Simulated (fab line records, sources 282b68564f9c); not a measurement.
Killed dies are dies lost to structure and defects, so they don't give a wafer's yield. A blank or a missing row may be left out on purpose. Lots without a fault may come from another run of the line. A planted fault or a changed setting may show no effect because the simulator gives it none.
A struck lot beside a sound one | flow rit_cmos | 15 steps out of a route of 202
Sound: wafers L228.3, L228.4, L228.5. Struck: wafers L237.2, L237.3, L237.5. The cause comes at the end.
At each step with rows: each side's tool, then ch and its chambers, then its first start. Under that, the readings that differ: sound wafers | struck wafers | difference of the means | sigmas: that difference in standard deviations of wafers without a fault.
alike: readings whose means differ by less than 2 such deviations, and words and numbers that are the same on both sides. not compared: withheld readings, readings that some wafer has no value for, bounds like >300 that may hide the same value, and numbers for which the record gives no deviation and whose values overlap.
The two part at a step that has a row with sigmas, a row that says differs or no value, or rows on one side only. Numbers that don't overlap but have no deviation are shown without sigmas and don't part them. A reading that every wafer of one side lacks parts them only if that side has two wafers or more.

RIT_SILICIDE_RTA_06: time 10 s, ramp up 5 s, ramp down 10 s.
  sound on rtp_anneal-01 ch 0, day 3 04:28; struck on rtp_anneal-01 ch 0, day 5 08:59
  alike: anneal_temp_c_max, wafer_temp_C_max
RIT_CONTACT_CVD_00: deposits SiO2 from TEOS, target thk 400 nm, time 61 s.
  sound on pecvd-02 ch 0,1,2, day 3 04:30; struck on pecvd-02 ch 1,2, day 5 09:02
  alike: heater_power_w
RIT_CONTACT_THK_MEAS_01:
  sound on film_metro-03, day 3 04:34; struck on film_metro-03, day 5 09:06
  alike: CONTACT_TEOS_THK
then, 6 steps without rows for these wafers: RIT_CONTACT_HMDS_02 (prime time 60 s); RIT_CONTACT_COAT_03 (resist thk 1000 nm); RIT_CONTACT_SOFTBAKE_04 (time 60 s); RIT_CONTACT_EXPOSE_05 (exposes mask M11, target cd 1000 nm); RIT_CONTACT_PEB_06; RIT_CONTACT_DEVELOP_07 (develop time 120 s).
RIT_CONTACT_CD_MEAS_08: target cd 1000 nm.
  sound on cd_sem-02, day 3 05:37; struck on cd_sem-02, day 5 10:16
  reading    | sound             | struck              | difference | sigmas
  cd_nm (nm) | 994.4 995.7 995.5 | 1000.9 999.8 1002.5 | +5.9       | +3
RIT_CONTACT_OVL_MEAS_09:
  sound on overlay-02, day 3 05:43; struck on overlay-02, day 5 10:22
  alike: CONTACT_OVL
then, 1 step without rows for these wafers: RIT_CONTACT_HARDBAKE_10 (time 60 s).
RIT_CONTACT_ETCH_11: etches SiO2 in CHF3/CF4/Ar, stops on TiSi2, target depth 480 nm, time 320 s.
  sound on rie_diel-02 ch 0,1, day 3 05:53; struck on rie_diel-04 ch 0,2, day 5 10:33
  reading                                      | sound             | struck            | difference | sigmas
  model.NOVOLAK_of_CONTACT_COAT_03.thk_nm (nm) | 772.4 773.1 775.5 | 720.1 714.4 717.2 | -56.4      |
  alike: drypump_motor_current_A, oes_product_au, throttle_valve_pct
  not compared: rf_hours_counter_h
RIT_CONTACT_STRIP_12: strips in O2, time 180 s.
  sound on plasma_asher-03 ch 0,1, day 3 06:08; struck on plasma_asher-04 ch 0,1, day 5 10:44
  alike: drypump_motor_current_A
  not compared: rf_hours_counter_h
RIT_M1_PROBE_99:
  sound on prober-02, day 3 14:38; struck on prober-02, day 5 15:45
  reading                                                 | sound                | struck               | difference | sigmas
  model.etest.nmos_0p15.junction_log10_a_um               | -13.5 -13.58 -13.77  | -10.75 -10.28 -10.86 | +2.99      |
  model.etest.nmos_narrow.off_log10_a_um                  | -13.25 -13.19 -13.26 | -10.75 -10.28 -10.86 | +2.60      |
  model.etest.nmos_0p3.off_log10_a_um                     | -13.04 -13.17 -13.2  | -10.75 -10.28 -10.86 | +2.51      |
  model.etest.gate_end_array.leak_log10_a_um              | -12.94 -13.04 -12.98 | -10.52 -10.14 -10.67 | +2.54      |
  model.etest.pmos_0p15.junction_log10_a_um               | -13.71 -13.8 -13.72  | -11.75 -11.28 -11.86 | +2.11      |
  model.etest.contact_diode_array.leak_log10_a (angstrom) | -9.327 -9.597 -9.299 | -7.478 -7.183 -7.511 | +2.017     |
  model.etest.pmos_0p3.off_log10_a_um                     | -12.88 -12.87 -12.79 | -11.71 -11.27 -11.81 | +1.25      |
  model.etest.pmos_narrow.off_log10_a_um                  | -12.62 -12.52 -12.66 | -11.69 -11.27 -11.8  | +1.01      |
  alike: killed_at_contacts, killed_at_front_end, killed_dies, killed_open, killed_short

WHERE THEY PART
Only at RIT_CONTACT_CD_MEAS_08, within this record. Later steps at which nothing parts them and some readings are alike: RIT_CONTACT_OVL_MEAS_09, RIT_CONTACT_ETCH_11, RIT_CONTACT_STRIP_12, RIT_M1_PROBE_99.

WHY: what the simulator had put in
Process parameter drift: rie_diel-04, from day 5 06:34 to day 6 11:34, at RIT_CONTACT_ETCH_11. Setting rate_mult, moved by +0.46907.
